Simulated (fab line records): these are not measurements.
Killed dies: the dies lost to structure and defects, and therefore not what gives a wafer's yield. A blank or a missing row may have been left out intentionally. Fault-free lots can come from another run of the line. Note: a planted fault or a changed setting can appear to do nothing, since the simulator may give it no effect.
Chamber matching + flow berkeleyCmos170 + cmp-01 running UCB170_V2_CMP_02: 4 sister chambers
The step polishes SiO2. 4 wafers are shown with their chamber, then 11 later ones without.

WAFERS, EACH WITH ITS CHAMBER
| wafer  | chamber | motorCurrentA (A) |
|--------|---------|-------------------|
| L496.5 | 0       | 15.2              |
| L497.1 | 2       | 17.1              |
| L497.2 | 1       | 14.2              |
| L499.1 | 3       | 17.9              |

WAFERS WHOSE CHAMBER IS MISSING
| wafer  | motorCurrentA (A) |
|--------|-------------------|
| L499.3 | 14.2              |
| L499.6 | 14.6              |
| L498.1 | 20.0              |
| L498.3 | 16.2              |
| L498.4 | 14.9              |
| L500.1 | 16.1              |
| L500.4 | 15.0              |
| L500.6 | 17.1              |
| L502.1 | 16.7              |
| L502.4 | 13.3              |
| L502.6 | 17.4              |

WHICH CHAMBER EACH WENT THROUGH
| wafer  | from the rows above               | in truth |
|--------|-----------------------------------|----------|
| L499.3 | can't be placed: 1 or 0           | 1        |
| L499.6 | can't be placed: 1 or 0           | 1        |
| L498.1 | can't be placed: 3 or 2           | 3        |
| L498.3 | can't be placed: 2 or 0 or 3 or 1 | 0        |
| L498.4 | can't be placed: 0 or 1           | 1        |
| L500.1 | can't be placed: 0 or 2 or 3 or 1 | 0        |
| L500.4 | can't be placed: 0 or 1           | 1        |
| L500.6 | can't be placed: 2 or 3           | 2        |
| L502.1 | can't be placed: 2 or 3 or 0      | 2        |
| L502.4 | can't be placed: 1 or 0           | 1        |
| L502.6 | can't be placed: 2 or 3           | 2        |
0 of 11 placed correctly. Unplaceable from these rows: 11, with the true chamber sitting among the candidates in 11. Wrongly placed: 0.
How it was worked out, from the rows above alone: a wafer's distance from a chamber is the root of the sum, over the readings, of the square of ((its reading less the chamber's mean) divided by the reading's scatter). The wafer belongs to the nearest chamber; if the next one is less than 2 further off, it can't be placed. The mean given for a chamber averages the wafers shown for that chamber. The scatter: with one shown wafer a chamber, the root of the mean of the squares of how far each hidden wafer lies from its nearest shown one.
